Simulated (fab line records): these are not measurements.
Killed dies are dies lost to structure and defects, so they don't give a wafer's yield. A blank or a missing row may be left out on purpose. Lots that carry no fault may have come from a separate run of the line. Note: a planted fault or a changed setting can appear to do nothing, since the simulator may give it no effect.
What tool caused it? + flow berkeleyCmos170 + 7 lots, 21 wafers sampled, at 2 steps of a route of 331

== WHAT EACH GAUGE READ, for each wafer ==
UCB170_ACTIVE_THK_MEAS_03.
| lot  | measured    | on           | ACTIVE_OXIDE_THK (nm) |
|------|-------------|--------------|-----------------------|
| L235 | day 5 13:26 | filmMetro-03 | 26.5 25.9 25.9        |
| L237 | day 5 13:26 | filmMetro-04 | 25.5 25.2 25.3        |
| L239 | day 6 09:24 | filmMetro-04 | 27.0 26.5 27.3        |
| L244 | day 6 21:48 | filmMetro-03 | 37.5 36.9 37.0        |
| L247 | day 7 04:41 | filmMetro-02 | 25.7 26.3 26.4        |
| L250 | day 7 17:37 | filmMetro-02 | 26.6 26.8 26.4        |
| L255 | day 9 07:41 | filmMetro-03 | 26.4 26.4 26.3        |

== WHICH TOOL RAN EACH LOT (tool, then ch and the chambers of the sampled wafers, then the start) ==
| lot  | UCB170_ACTIVE_OXIDATION_02   |
|------|------------------------------|
| L235 | furnace-04 ch 0, day 5 12:05 |
| L237 | furnace-04 ch 0, day 5 12:05 |
| L239 | furnace-01 ch 0, day 6 08:03 |
| L244 | furnace-04 ch 0, day 6 20:27 |
| L247 | furnace-01 ch 0, day 7 03:20 |
| L250 | furnace-01 ch 0, day 7 16:16 |
| L255 | furnace-02 ch 0, day 9 06:17 |
- UCB170_ACTIVE_OXIDATION_02: target thk 26.4 nm, ox time 1260 s.

== THE ANSWER, worked out from the rows above alone ==
Rule: what is usual is taken from the lots themselves. Put in order of their means at a reading, lots are off if they are a third of the lots or fewer, leave a main group of 4 or more, and stand apart from it by a gap of 3 or more times the standard deviation of the main group's means; of several such gaps the widest counts. If all means in a main group match to the digits the tables above print for the reading, that group is not used. A lot without any number at a reading at which 4 lots or more have one is off too. Any other lot the step has rows for is counted as sound.
Off: at UCB170_ACTIVE_THK_MEAS_03 (ACTIVE_OXIDE_THK), L244. For the main group the mean is 26.2 nm and the standard deviation 0.5.
A tool fits if, at a process step before that reading, it ran every lot that is off, and no sound lot after the first of them. The gauges at UCB170_ACTIVE_THK_MEAS_03 are tried like those tools. One fits: UCB170_ACTIVE_OXIDATION_02 on furnace-04. A fault onset in the window from L235 (day 5 12:05, its last sound lot) to L244 (day 6 20:27, its first lot off) fits.

== WHAT THE SIMULATOR HAD PUT IN ==
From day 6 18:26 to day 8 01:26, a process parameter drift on furnace-04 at UCB170_ACTIVE_OXIDATION_02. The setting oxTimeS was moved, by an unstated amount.
Struck lots among those shown: L244. The same result came from the rule above.
